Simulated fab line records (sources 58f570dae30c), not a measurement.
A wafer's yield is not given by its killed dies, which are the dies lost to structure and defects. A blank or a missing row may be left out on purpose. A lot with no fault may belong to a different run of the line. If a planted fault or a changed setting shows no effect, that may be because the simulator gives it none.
Problem report in the 8D (eight disciplines) form, filled by code	flow berkeley-cmos170	the parts of the form that need people (team, actions taken, sign-off) are left out

## 1. THE PROBLEM
At UCB170_NLDD_CD_MEAS_06, cd-nm averages 1066.0 nm over 9 wafers from 3 lots, while fault-free wafers read 1199.8 nm, standard deviation 1.3. So: -99 or more standard deviations from the usual mean.
The step: target cd 1200 nm.
First seen on wafer L740.1, day 9 17:32, on cd-sem-01. Wafers with a number at this step in the record: 45, from 15 lots. Rule for "out" (also "out of limits"): further than 4 standard deviations from the usual mean. Any other wafer with a number is counted as sound.

## 2. WHAT IT IS, WHAT IT ISN'T
question	is	is not
which readings at this step	cd-nm	-
which lots	L740, L741, L743	L731, L732, L733, L734, L738, L739, L742, L746, L749, L750, L753, L754
which wafers of those lots	all that have a number	-
read on which gauges	cd-sem-01	cd-sem-02
when	from day 9 17:32	up to then (21 sound wafers); but 15 sound wafers of L746, L749, L750, L753, L754 came after

## 3. THE SUSPECTS, EACH WITH WHAT RULES IT OUT
Counting: any tool at a process step up to the reading is kept as a suspect provided that every lot that is out went through it and no sound lot did after the first of them.
- the gauge at UCB170_NLDD_CD_MEAS_06 has been ruled out. All the wafers that are out were read on cd-sem-01, but those of them that UCB170_NLDD_PEB_04 has rows for are out there too, on other tools.
- litho-track-03 at UCB170_NLDD_PEB_04: ruled out as a lasting fault. Sound lots L753, L754 ran on it after its first lot that is out, L740 (day 9 17:10).
Left after counting: nothing in the record.

## 4. THE CAUSE (what the simulator had put in)
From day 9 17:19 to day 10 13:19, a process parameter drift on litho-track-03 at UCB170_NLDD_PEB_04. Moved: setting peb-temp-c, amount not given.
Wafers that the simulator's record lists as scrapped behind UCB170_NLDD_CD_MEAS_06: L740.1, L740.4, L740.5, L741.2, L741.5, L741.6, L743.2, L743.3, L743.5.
The count ruled it out by mistake, since the rule takes a fault to strike every lot its tool runs from the start of the fault on, and this one did not do so.

## 5. THE CHAIN OF EFFECTS, in route order
Each row: a reading whose mean over the struck wafers that have a number lies more than 3 standard deviations from the usual. Scope: only readings with a usual standard deviation given in the record; hours: median across lots of the time from each lot's start at the first step in this table that gives one to its start at this step; sigmas: change in usual standard deviations.
hours	step	reading	usual	on struck wafers	change	sigmas
0	UCB170_NLDD_PEB_04	heater-power-total-W	56.80 W	49.74	-7.06	-99 or more
0	UCB170_NLDD_PEB_04	plate-temp-C	130.01 C	117.43	-12.58	-90
0	UCB170_NLDD_CD_MEAS_06	cd-nm	1199.8 nm	1066.0	-133.8	-99 or more
Its process steps:
- UCB170_NLDD_PEB_04

## 6. HOW IT WOULD HAVE BEEN CAUGHT EARLIER
In this record the first reading out of limits at a measuring or inspecting step was taken at day 9 17:32, 0 hours after the fault began at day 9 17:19.
Tool's own readings at UCB170_NLDD_PEB_04, heater-power-total-W, plate-temp-C: out on all struck wafers the step has rows for; an alarm limit on them would have tripped on the first.
